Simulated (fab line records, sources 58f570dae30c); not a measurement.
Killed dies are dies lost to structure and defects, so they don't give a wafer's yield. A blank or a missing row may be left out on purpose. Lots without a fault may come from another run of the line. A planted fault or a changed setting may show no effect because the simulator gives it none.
fab line records | flow berkeley_cmos170
record lots=7 wafers=21 last_day=12
route steps=331 shown ACTIVE@63
lots that met no fault: from a run of the same line without faults
start_h: hours from the record's first day to the start of the lot's first wafer shown | wait_h: hours since the lot's step before | " the same as in the row above | L1.1+2: a row that stands for several wafers | - no value, or no start given | * or withheld: withheld | < > ~ a bound
route shown NAME@n: a module of which the file shows steps, and the number in the route of the first | usual: mean/standard deviation of fault-free wafers | same: alike in all rows | chamber/n: place in a boat | sites: the reading at each site | _std_site: their standard deviation | _edge_site: outer sites' mean less inner sites' | radius_mm: how far each site lies from the wafer's centre | mask NAME#n: copy n | behind: the tool/chamber that last shaped the wafer | hold: why the lot was held/for how many hours/how that ended | device: the transistor (n, p or np) that didn't switch | end of line: the same wafers' tests at the end of the route | a step without rows: its recipe alone | killed: dies lost to structure and defects at the first sort, not the wafer's yield | map: a wafer's dies, x killed, . not, _ none there
set.NAME: the setting as run; set.NAME@STEP: as run at that earlier step | model.NAME: the simulator's own value behind a step, which no gauge read
lots at some steps of the route; a table a step, a row a wafer
services: from which hour (start_h, from the record's first day; less than 0 if before it) a tool's chamber was out of use, for how many hours, and why
## steps
# step UCB170_ACTIVE_THK_MEAS_03
# recipe reads=SiO2_of_ACTIVE_OXIDATION_02
# usual ACTIVE_OXIDE_THK=26.5/0.55
# columns lot.wafer tool chamber start_h wait_h ACTIVE_OXIDE_THK[nm]
L583.1 film_metro-03 - 76.38 0.0 27.4
L583.3 " - " " 27.6
L583.5 " - " " 27.3
L590.1 film_metro-03 - 110.63 0.0 26.0
L590.3 " - " " 25.6
L590.5 " - " " 25.8
L594.1 film_metro-01 - 125.83 0.0 27.4
L594.2 " - " " 27.4
L594.4 " - " " 27.1
L600.2 film_metro-01 - 160.18 0.0 26.6
L600.3 " - " " 27.0
L600.4 " - " " 26.6
L599.4 film_metro-02 - 160.22 0.0 27.3
L599.5 " - " " 27.0
L599.6 " - " " 27.3
L603.3 film_metro-03 - 174.59 0.0 26.9
L603.4 " - " " 26.9
L603.5 " - " " 26.4
L604.1 film_metro-01 - 181.83 0.0 26.6
L604.5 " - " " 26.2
L604.6 " - " " 26.3
# step UCB170_ACTIVE_ANNEAL_04
# recipe temp_c=1000 time_s=900 ambient=N2
# step UCB170_ACTIVE_CVD_05
# recipe material=Si3N4 target_thk_nm=220 temp_c=800 precursor=SiH2Cl2/NH3 time_s=3300 pressure_mtorr=200 sih2cl2_flow_sccm=25 nh3_flow_sccm=75
# step UCB170_ACTIVE_THK_MEAS_06
# recipe reads=Si3N4_of_ACTIVE_CVD_05
# usual ACTIVE_NITRIDE_THK=220.4/2.1
# columns lot.wafer tool chamber start_h wait_h ACTIVE_NITRIDE_THK[nm]
L583.1 film_metro-02 - 81.50 0.0 219.3
L583.3 " - " " 219.1
L583.5 " - " " 219.1
L590.1 film_metro-03 - 116.77 0.0 218.7
L590.3 " - " " 218.7
L590.5 " - " " 218.3
L594.1 film_metro-01 - 133.54 0.0 221.7
L594.2 " - " " 220.7
L594.4 " - " " 221.3
L600.2 film_metro-03 - 166.13 0.0 220.8
L600.3 " - " " 221.3
L600.4 " - " " 221.7
L599.4 film_metro-01 - 166.15 0.0 223.5
L599.5 " - " " 220.3
L599.6 " - " " 221.7
L603.3 film_metro-03 - 179.93 0.0 220.0
L603.4 " - " " 219.6
L603.5 " - " " 219.3
L604.1 film_metro-01 - 188.60 0.0 225.7
L604.5 " - " " 222.4
L604.6 " - " " 225.5
# step UCB170_ACTIVE_HMDS_07
# recipe prime_time_s=60 prime_temp_c=100
# step UCB170_ACTIVE_COAT_08
# recipe resist=KrF spin_rpm=1500 resist_thk_nm=900
# step UCB170_ACTIVE_SOFTBAKE_09
# recipe resist=KrF temp_c=130 time_s=60
# step UCB170_ACTIVE_EXPOSE_10
# recipe mask_id=ACTIVE target_cd_nm=1200 na=0.5 sigma_outer=0.6 source_shape=conventional dose_mj=20
# step UCB170_ACTIVE_PEB_11
# recipe peb_temp_c=130 peb_time_s=withheld resist=KrF
# step UCB170_ACTIVE_DEVELOP_12
# recipe developer=TMAH develop_time_s=45 resist=KrF dev_temp_c=21
# step UCB170_ACTIVE_CD_MEAS_13
# recipe target_cd_nm=1200
# usual cd_nm=1200.6/1.6
# columns lot.wafer tool chamber start_h wait_h cd_nm
L583.1 cd_sem-01 - 83.44 - 1201.2
L583.3 " - " " 1201.3
L583.5 " - " " 1199.8
L590.1 cd_sem-01 - 118.36 - 1199.5
L590.3 " - " " 1199.2
L590.5 " - " " 1199.4
L594.1 cd_sem-01 - 135.02 - 1202.1
L594.2 " - " " 1203.0
L594.4 " - " " 1201.3
L600.2 cd_sem-01 - 167.04 - 1203.7
L600.3 " - " " 1203.0
L600.4 " - " " 1202.6
L599.4 cd_sem-01 - 167.90 - 1201.9
L599.5 " - " " 1203.0
L599.6 " - " " 1200.6
L603.3 cd_sem-01 - 181.40 - 1200.0
L603.4 " - " " 1200.9
L603.5 " - " " 1200.4
L604.1 cd_sem-01 - 189.83 - 1199.5
L604.5 " - " " 1200.8
L604.6 " - " " 1200.2
# step UCB170_ACTIVE_OVL_MEAS_14
# usual ACTIVE_OVL=-1/5.7
# columns lot.wafer tool chamber start_h wait_h ACTIVE_OVL[nm]
L583.1 overlay-01 - 83.56 0.1 -9
L583.3 " - " " -6
L583.5 " - " " -7
L590.1 overlay-01 - 118.48 0.1 7
L590.3 " - " " 3
L590.5 " - " " -4
L594.1 overlay-01 - 135.14 0.1 -1
L594.2 " - " " 0
L594.4 " - " " 1
L600.2 overlay-01 - 167.15 0.1 -5
L600.3 " - " " 5
L600.4 " - " " -5
L599.4 overlay-01 - 167.97 0.1 2
L599.5 " - " " 4
L599.6 " - " " 7
L603.3 overlay-01 - 181.49 0.1 3
L603.4 " - " " 0
L603.5 " - " " 2
L604.1 overlay-02 - 189.95 0.1 -2
L604.5 " - " " 2
L604.6 " - " " -4
# step UCB170_ACTIVE_ETCH_15
# recipe chemistry=CH3F/Ar/O2 target=Si3N4 stop_on=SiO2 CH3F_flow_sccm=20 Ar_flow_sccm=50 O2_flow_sccm=7 pressure_mtorr=50 rf_w=450 target_depth_a=2420 over_etch_frac=0.1 time_s=151
# usual O2_flow_sccm=6.997/0.023 drypump_motor_current_A=5.7/0.42 oes_product_au=0.948/0.013 run_length_s=179.4/0.44 throttle_valve_pct=8.01/0.15
# columns lot.wafer tool chamber start_h wait_h O2_flow_sccm drypump_motor_current_A oes_product_au rf_hours_counter_h run_length_s throttle_valve_pct model.KrF_of_ACTIVE_COAT_08.thk_nm
L583.1 rie_diel-04 0 83.60 0.0 7.015 6.5 0.936 130 180.0 8.08 721.2
L583.3 " 2 " " 6.998 5.4 0.939 15 179.6 8.22 722.3
L583.5 " 3 " " 6.977 5.9 0.944 - 179.1 8.12 720.6
L590.1 rie_diel-03 3 118.52 0.0 7.037 6.5 0.919 51 178.7 7.80 727.4
L590.3 " 2 " " 6.987 5.0 0.930 72 179.0 8.06 722
L590.5 " 3 " " 7.028 6.4 0.927 - 178.6 7.81 728.8
L594.1 rie_diel-01 2 135.18 0.0 6.981 5.8 0.938 39 179.4 8.10 723.2
L594.2 " 1 " " 6.971 5.7 0.960 3 179.7 7.71 727.9
L594.4 " 3 " " 6.993 5.3 0.962 9 179.1 7.97 730.8
L600.2 rie_diel-03 1 167.18 0.0 6.957 5.7 0.953 112 179.8 7.90 724
L600.3 " 2 " " 6.983 5.0 0.936 74 179.1 8.05 715.9
L600.4 " 0 " " 7.030 5.7 0.959 32 179.9 8.09 725.6
L599.4 rie_diel-01 2 167.99 0.0 6.984 5.8 0.991 41 172.1 8.10 733.7
L599.5 " 3 " " 6.972 5.3 0.997 - 171.8 7.97 740
L599.6 " 0 " " 7.022 5.2 1.010 - 171.8 8.05 738
L603.3 rie_diel-01 3 181.51 0.0 7.010 5.3 1.000 11 171.8 7.98 731.9
L603.4 " 2 " " 7.009 5.8 0.981 42 172.0 8.11 726.6
L603.5 " 1 " " 7.029 5.7 0.990 - 171.8 7.71 729.8
L604.1 rie_diel-01 2 189.99 0.0 7.007 5.8 1.002 42 172.0 8.11 729.9
L604.5 " 0 " " 6.983 5.2 1.013 - 171.9 8.04 733.5
L604.6 " 1 " " 6.974 5.7 1.004 - 172.1 7.71 733.3
# step UCB170_ACTIVE_STRIP_16
# recipe chemistry=O2 power_w=400 pressure_mtorr=3500 platen_temp_c=withheld o2_flow_sccm=400 overash_fraction=0.5
# usual drypump_motor_current_A=5.9/0.65 oes_product_au=0.720/0.0045 strip_time_to_endpoint_s=18.10/0.087
# columns lot.wafer tool chamber start_h wait_h drypump_motor_current_A oes_product_au rf_hours_counter_h strip_time_to_endpoint_s
L583.1 plasma_asher-03 1 83.70 0.1 6.1 0.730 36 18.00
L583.3 " 0 " " 6.2 0.722 - 18.03
L583.5 " 1 " " 6.2 0.718 - 17.99
L590.1 plasma_asher-02 0 118.62 0.1 6.5 0.731 41 18.16
L590.3 " 1 " " 4.7 0.722 - 18.02
L590.5 " 0 " " 6.5 0.721 - 18.20
L594.1 plasma_asher-01 0 135.28 0.1 6.1 0.720 36 18.04
L594.2 " 1 " " 5.8 0.722 36 18.16
L594.4 " 0 " " 6.1 0.721 - 18.24
L600.2 plasma_asher-02 0 167.28 0.1 6.4 0.726 46 18.08
L600.3 " 0 " " 6.4 0.726 - 17.88
L600.4 " 1 " " 4.7 0.719 - 18.11
L599.4 plasma_asher-03 0 168.13 0.1 6.2 0.723 - 18.32
L599.5 " 0 " " 6.2 0.718 - 18.46
L599.6 " 1 " " 6.1 0.725 - 18.42
L603.3 plasma_asher-02 0 181.65 0.1 6.4 0.716 - 18.26
L603.4 " 1 " " 4.7 0.710 - 18.13
L603.5 " 1 " " 4.7 0.720 - 18.20
L604.1 plasma_asher-03 1 190.09 0.1 6.2 0.723 9 18.20
L604.5 " 1 " " 6.2 0.712 - 18.30
L604.6 " 0 " " 6.2 0.723 - 18.30
## services
# columns tool chamber start_h hours kind
rie_diel-03 - 61.56 4.3 pm
rie_diel-04 1 86.75 6.5 repair
plasma_asher-02 - 87.94 1.9 repair
rie_diel-01 2 92.15 2.1 repair
rie_diel-03 0 95.14 6.9 repair
plasma_asher-03 - 108.75 9.0 pm
plasma_asher-03 0 108.75 9.0 vent_cycle
plasma_asher-03 1 108.75 9.0 vent_cycle
plasma_asher-03 0 117.75 - clean
plasma_asher-03 1 117.75 - clean
plasma_asher-02 - 125.29 10.7 pm
rie_diel-01 1 154.09 1.5 repair
rie_diel-03 2 155.16 8.1 repair
rie_diel-03 0 187.32 8.9 repair
rie_diel-01 3 187.78 7.5 repair
## key
first_sign step=UCB170_ACTIVE_ETCH_15 reading=run_length_s direction=down sigmas=17 usual=* struck=*
effect step=UCB170_ACTIVE_ETCH_15 reading=oes_product_au direction=up sigmas=4 usual=0.948 struck=0.999
model_effect step=UCB170_ACTIVE_ETCH_15 value=KrF_of_ACTIVE_COAT_08.thk_nm without=725.2 struck=733
met_at UCB170_ACTIVE_ETCH_15
struck_wafers L599.4,L599.5,L599.6,L603.3,L603.4,L603.5,L604.1,L604.5,L604.6
sort_left_out L599.4,L599.5,L599.6,L603.3,L603.4,L603.5,L604.1,L604.5,L604.6
tester_left_out L599,L603,L604
onset_between 135.18 167.99
fault kind=process_parameter_drift tool=rie_diel-01 chamber=- onset_h=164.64 steps=UCB170_ACTIVE_ETCH_15 channel=time_s offset=* shape=step end_h=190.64 acts_in=* stated=*
# tester_left_out: of these lots the tester's yield and bins aren't shown, on N5 and GAA mostly nor the transistor test; their killed dies are dies lost to structure and defects alone, not to doping, threshold or leakage, so they don't give the yield
# sort_left_out: the simulated sort isn't trusted on such a fault, so these wafers' sort isn't shown, and their yield isn't known
